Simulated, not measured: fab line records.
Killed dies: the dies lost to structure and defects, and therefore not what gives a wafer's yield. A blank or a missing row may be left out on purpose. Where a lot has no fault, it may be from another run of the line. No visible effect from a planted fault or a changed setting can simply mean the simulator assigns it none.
One fault seen from 2 desks	flow berkeley-cmos170	each desk holds nothing but its own numbers, with what lay behind them at the end

AT THE METROLOGY DESK
What the gauges read, lot by lot, whatever tool the lot ran on: means of the sampled wafers that have a number. The brackets show how far a lot's mean lies from the usual mean; more than 4 standard deviations puts the lot out of limits, marked OUT.
Columns: A = ACTIVE_OXIDE_THK at UCB170_ACTIVE_THK_MEAS_03, usual 26.6 nm; B = M1_OVL at UCB170_M1_OVL_MEAS_10, usual 2 nm; C = cd-nm at UCB170_M1_CD_MEAS_90, usual 700.7 nm; D = M3_OVL at UCB170_M3_OVL_MEAS_16, usual 0 nm
lot	first seen here	A	B	C	D
L123	day 4 08:37	26.5	-5	698.9	3
L125	day 4 15:36	26.7	-1	700.1	-1
L124	day 4 15:37	26.3	8	701.0	-0
L127	day 5 04:29	26.6	-3	700.1	-1
L128	day 5 04:29	26.4	3	699.6	5
L126	day 5 04:30	26.0	-7	705.7	-2
L131	day 6 03:14	27.0	7	698.9	-1
L134	day 6 18:37	26.6	7	702.6	1
L133	day 6 18:37	26.6	4	702.5	-8
L139	day 7 19:04	27.1	5	714.9 (+6.2) OUT	-
L136	day 7 19:07	26.6	-1	715.4 (+6.4) OUT	-
L140	day 8 02:35	26.9	2	699.5	-2
L144	day 8 20:03	26.3	5	702.5	4
L145	day 8 20:04	25.7	2	701.4	-1
This desk's verdict: out of limits on L136, L139, starting with L136 at day 11 16:08 (cd-nm at UCB170_M1_CD_MEAS_90). In limits: L123, L125, L124, L127, L128, L126, L131, L134, L133, L140, L144, L145.

DESK OF THE TOOL OWNER: rie-metal-02
The tool's own readings at UCB170_M1_METAL_ETCH_12 (etches Al in Cl2/BCl3, stops on PSG, target depth 780 nm, time 130 s): means of the sampled wafers that have a number, for each lot that ran on this tool. The brackets show how far a lot's mean lies from the usual mean; more than 4 standard deviations puts the lot out of limits, marked OUT.
Columns: A = chamber-pressure-mTorr at UCB170_M1_METAL_ETCH_12, usual 12.411 mTorr; B = drypump-motor-current-A at UCB170_M1_METAL_ETCH_12, usual 5.8 A; C = mfc-cl2-sccm at UCB170_M1_METAL_ETCH_12, usual 90.01 sccm; D = oes-product-au at UCB170_M1_METAL_ETCH_12, usual 0.853 a.u.; E = throttle-valve-pct at UCB170_M1_METAL_ETCH_12, usual 24.0 %
lot	first seen here	A	B	C	D	E
L124	day 8 13:49	12.417	6.3	90.09	0.845	23.9
L128	day 9 05:20	12.422	6.0	90.12	0.835	24.0
L133	day 10 15:45	12.417	6.0	89.59	0.847	24.0
L136	day 11 15:54	12.411	6.3	89.98	0.692 (-12) OUT	24.0
L139	day 11 17:31	12.411	6.0	89.76	0.699 (-12) OUT	24.0
This desk's verdict: out of limits on L136, L139, starting with L136 at day 11 15:54 (oes-product-au at UCB170_M1_METAL_ETCH_12). In limits: L124, L128, L133.

PUT TOGETHER
On L136, L139, at day 11 15:54, an alarm was possible from the tool owner's desk.
The metrology desk could have raised an alarm at day 11 16:08, on L136, L139.
On rie-metal-02, each named lot ran UCB170_M1_METAL_ETCH_12.

WHAT THE SIMULATOR HAD INSERTED
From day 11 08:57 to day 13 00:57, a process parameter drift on rie-metal-02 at UCB170_M1_METAL_ETCH_12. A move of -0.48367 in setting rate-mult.
Lots struck among those shown: L136, L139.
Fault start to first reading out of limits, in hours, per desk: tool owner, 7; metrology, 7.
